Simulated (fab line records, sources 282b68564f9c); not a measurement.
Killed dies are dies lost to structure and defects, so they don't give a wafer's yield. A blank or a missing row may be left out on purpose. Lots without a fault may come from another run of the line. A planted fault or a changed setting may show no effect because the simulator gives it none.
A struck lot beside a sound one | flow rit_cmos | 20 steps out of a route of 202
Sound: wafers L640.1, L640.4, L640.5. Struck: wafers L656.3, L656.5, L656.6. The cause comes at the end.
At each step with rows: each side's tool, then ch and its chambers, then its first start. Under that, the readings that differ: sound wafers | struck wafers | difference of the means | sigmas: that difference in standard deviations of wafers without a fault.
alike: readings whose means differ by less than 2 such deviations, and words and numbers that are the same on both sides. not compared: withheld readings, readings that some wafer has no value for, bounds like >300 that may hide the same value, and numbers for which the record gives no deviation and whose values overlap.
The two part at a step that has a row with sigmas, a row that says differs or no value, or rows on one side only. Numbers that don't overlap but have no deviation are shown without sigmas and don't part them. A reading that every wafer of one side lacks parts them only if that side has two wafers or more.

first, 2 steps without rows for these wafers: RIT_NWELL_HARDBAKE_07 (time 120 s); RIT_NWELL_IMPLANT_08.
RIT_NWELL_STRIP_09: strips in O2, time 180 s.
  sound on plasma_asher-04 ch 0,1, day 2 06:47; struck on plasma_asher-04 ch 0,1, day 5 14:47
  alike: drypump_motor_current_A
  not compared: rf_hours_counter_h
RIT_NWELL_TW_MEAS_10:
  sound on film_metro-03, day 2 06:57; struck on film_metro-01, day 5 14:56
  alike: NWELL_TW
then, 6 steps without rows for these wafers: RIT_PWELL_HMDS_00 (prime time 60 s); RIT_PWELL_COAT_01 (resist thk 1300 nm); RIT_PWELL_SOFTBAKE_02 (time 60 s); RIT_PWELL_EXPOSE_03 (exposes mask M3, target cd 43700 nm); RIT_PWELL_PEB_04; RIT_PWELL_DEVELOP_05 (develop time 68 s).
RIT_PWELL_OVL_MEAS_06:
  sound on overlay-01, day 2 08:01; struck on overlay-02, day 5 15:52
  alike: PWELL_OVL
then, 1 step without rows for these wafers: RIT_PWELL_HARDBAKE_07 (time 120 s).
RIT_PWELL_IMPLANT_08:
  sound on implanter-03 ch 0, day 2 08:25; struck on implanter-03 ch 0, day 5 16:11
  reading            | sound                         | struck                        | difference | sigmas
  dose_ions_cm2      | 7.008e+13 6.996e+13 6.995e+13 | 7.705e+13 7.697e+13 7.702e+13 | +7.017e+12 | +85
  faraday_current_uA | 221 220 225                   | 242 247 251                   | +25        | +6
RIT_PWELL_STRIP_09: strips in O2, time 180 s.
  sound on plasma_asher-01 ch 0,1, day 2 08:34; struck on plasma_asher-04 ch 0,1, day 5 16:21
  alike: drypump_motor_current_A
  not compared: rf_hours_counter_h
RIT_PWELL_TW_MEAS_10:
  sound on film_metro-03, day 2 08:44; struck on film_metro-02, day 5 16:29
  reading  | sound       | struck      | difference | sigmas
  PWELL_TW | 946 948 945 | 973 980 978 | +31        | +4
then, 1 step without rows for these wafers: RIT_WELLDRIVE_ANNEAL_00 (time 14700 s).
RIT_WELLDRIVE_RS_MEAS_01: measures by four-point-probe.
  sound on film_metro-03, day 2 13:52; struck on film_metro-03, day 5 22:08
  alike: NWELL_RS
RIT_WELLDRIVE_RS_MEAS_02: measures by four-point-probe.
  sound on film_metro-03, day 2 13:59; struck on film_metro-03, day 5 22:16
  reading           | sound             | struck            | difference | sigmas
  PWELL_RS (ohm/sq) | 429.3 430.2 429.5 | 404.8 405.3 404.8 | -24.7      | -21
then, 1 step without rows for these wafers: RIT_NRETRO_HMDS_00 (prime time 60 s).
RIT_M1_PROBE_99:
  sound on prober-02, day 3 20:34; struck on prober-01, day 7 07:16
  reading                                 | sound             | struck            | difference | sigmas
  model.etest.nmos_0p3.r_on_ohm_um        | 2101 2122 2116    | 2211 2195 2236    | +101       |
  model.etest.pwell_pinched.rs_ohm_sq     | 457 460.4 466.7   | 435.6 429.9 430.9 | -29.2      |
  model.etest.pwell.rs_ohm_sq             | 423.2 417.4 420.4 | 391.1 391.7 389.9 | -29.4      |
  model.etest.nmos_narrow.drive_ua_um     | 237.1 228.5 242.1 | 215.3 215.5 213   | -21.3      |
  model.etest.nmos_0p3.drive_ua_um        | 233.5 226.5 236.8 | 213.6 215 212     | -18.7      |
  model.etest.well_edge_right.line_ohm_um | 180.2 181.6 182.1 | 183.5 186.7 188   | +4.8       |
  model.etest.field_n.vt_v (V)            | 35.89 35.17 35.03 | 36.36 37.17 36.91 | +1.45      |
  alike: killed_at_contacts, killed_at_front_end, killed_dies, killed_open, killed_short
  not compared: model.etest.well_edge_left.line_ohm_um

WHERE THEY PART
First at RIT_PWELL_IMPLANT_08; last, within this record, at RIT_WELLDRIVE_RS_MEAS_02. Later steps at which nothing parts them and some readings are alike: RIT_M1_PROBE_99.

WHY: what the simulator had put in
Process parameter drift: implanter-03, from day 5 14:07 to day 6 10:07, at RIT_PWELL_IMPLANT_08. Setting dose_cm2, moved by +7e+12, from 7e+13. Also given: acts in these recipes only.
